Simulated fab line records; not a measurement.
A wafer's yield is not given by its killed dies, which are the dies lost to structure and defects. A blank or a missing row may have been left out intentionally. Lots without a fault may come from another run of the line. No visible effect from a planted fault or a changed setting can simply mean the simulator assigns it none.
Check of tool commonality ; flow berkeley-cmos170 ; Sample size 15 lots and 45 wafers

== THE REASON FOR OPENING IT ==
On 3 of the 15 lots, a flag is raised at UCB170_GATE_CD_MEAS_12 on the reading cd-nm. Fault-free wafers read 350.0 nm, with a standard deviation of 1.3.
Rule: flag the lot when none of its wafers has a number, or when each of its wafers that has one lies beyond 4 standard deviations from that mean. The rest of the lots are taken to be sound.

lot;measured;on;cd-nm (nm), wafer by wafer;flag
L421;day 5 21:14;cd-sem-01;350.9 351.0 350.7;
L423;day 6 10:53;cd-sem-02;349.6 350.6 348.5;
L422;day 6 11:09;cd-sem-02;350.0 350.8 350.5;
L424;day 6 20:26;cd-sem-02;350.3 349.6 351.0;
L425;day 6 22:07;cd-sem-02;345.7 345.5 346.2;
L426;day 6 22:14;cd-sem-02;350.8 350.7 350.2;
L428;day 7 11:13;cd-sem-01;349.0 347.8 349.7;
L429;day 7 14:07;cd-sem-02;299.2 300.7 299.4;FLAGGED
L430;day 7 18:16;cd-sem-02;299.6 299.4 300.1;FLAGGED
L432;day 8 09:38;cd-sem-02;309.9 310.9 309.8;FLAGGED
L437;day 9 13:32;cd-sem-01;350.8 349.2 350.7;
L438;day 9 13:35;cd-sem-02;352.4 351.4 351.1;
L440;day 9 21:55;cd-sem-02;348.5 348.3 349.7;
L439;day 9 22:10;cd-sem-01;350.7 350.5 350.4;
L441;day 10 06:22;cd-sem-01;351.8 350.1 352.1;
Average over the flagged lots: 303.2 nm; offset from the usual -46.8 nm, equal to -36 standard deviations.

== TOOL THAT RAN EACH LOT ==
Before the reading, the record contains 2 process steps out of a 331-step route. Read each cell as the tool, then ch plus the chambers that the sampled wafers visited, then the start.
lot;flag;UCB170_NWELL_PEB_10;UCB170_GATE_SOFTBAKE_08
L421;;litho-track-01 ch 0, day 2 08:51;litho-track-01 ch 0, day 5 19:00
L423;;litho-track-01 ch 0, day 2 14:40;litho-track-04 ch 0, day 6 10:00
L422;;litho-track-03 ch 0, day 2 14:32;litho-track-03 ch 0, day 6 10:00
L424;;litho-track-02 ch 0, day 2 21:08;litho-track-03 ch 0, day 6 19:00
L425;;litho-track-03 ch 0, day 3 04:59;litho-track-01 ch 0, day 6 21:00
L426;;litho-track-01 ch 0, day 3 05:23;litho-track-03 ch 0, day 6 21:00
L428;;litho-track-03 ch 0, day 3 14:17;litho-track-03 ch 0, day 7 09:00
L429;FLAGGED;litho-track-01 ch 0, day 3 18:37;litho-track-01 ch 0, day 7 13:00
L430;FLAGGED;litho-track-03 ch 0, day 4 01:38;litho-track-01 ch 0, day 7 17:00
L432;FLAGGED;litho-track-02 ch 0, day 4 13:51;litho-track-01 ch 0, day 8 08:00
L437;;litho-track-02 ch 0, day 5 19:04;litho-track-03 ch 0, day 9 12:00
L438;;litho-track-03 ch 0, day 5 23:35;litho-track-04 ch 0, day 9 12:00
L440;;litho-track-03 ch 0, day 6 09:10;litho-track-04 ch 0, day 9 21:00
L439;;litho-track-03 ch 0, day 6 08:56;litho-track-03 ch 0, day 9 21:00
L441;;litho-track-03 ch 0, day 6 14:20;litho-track-03 ch 0, day 10 05:00
These steps, and what they do:
- UCB170_NWELL_PEB_10
- UCB170_GATE_SOFTBAKE_08: time 60 s.
- UCB170_GATE_CD_MEAS_12: target cd 350 nm.

== FLAGGED OVER TOTAL, TOOL BY TOOL (the gauges that took the reading come last) ==
step;tool;lots run;flagged;share of the flagged lots;sound lots run after its first flagged lot
UCB170_NWELL_PEB_10;litho-track-01;4;1;some;0
UCB170_NWELL_PEB_10;litho-track-02;3;1;some;1 (L437)
UCB170_NWELL_PEB_10;litho-track-03;8;1;some;4 (L438,L439,L440,L441)
UCB170_GATE_SOFTBAKE_08;litho-track-01;5;3;all;0
UCB170_GATE_SOFTBAKE_08;litho-track-03;7;0;none;-
UCB170_GATE_SOFTBAKE_08;litho-track-04;3;0;none;-
UCB170_GATE_CD_MEAS_12;cd-sem-01;5;0;none;-
UCB170_GATE_CD_MEAS_12;cd-sem-02;10;3;all;2 (L438,L440)

== WHAT THE TABLE PERMITS ==
Every flagged lot went through 2 rows of the table: litho-track-01 at UCB170_GATE_SOFTBAKE_08 and cd-sem-02 at UCB170_GATE_CD_MEAS_12.
- litho-track-01 at UCB170_GATE_SOFTBAKE_08: 3 of its 5 lots flagged. Last sound lot L425 at day 6 21:00, first flagged lot L429 at day 7 13:00; a fault beginning in between fits. Its own readings lie more than 4 standard deviations out on every wafer of the flagged lots: heater-power-total-W, plate-temp-C.
- cd-sem-02 at UCB170_GATE_CD_MEAS_12: 3 of its 10 lots flagged. After the first flagged lot (L438, L440), sound lots still ran on it; a lasting fault on the whole tool would not permit that.
One tool is left: litho-track-01 at UCB170_GATE_SOFTBAKE_08.

== WHAT WAS PUT IN BY THE SIMULATOR ==
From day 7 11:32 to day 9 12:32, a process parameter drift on litho-track-01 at UCB170_GATE_SOFTBAKE_08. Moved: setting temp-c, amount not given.
Shown lots that were struck: L429, L430, L432. This agrees with what the rule above found.
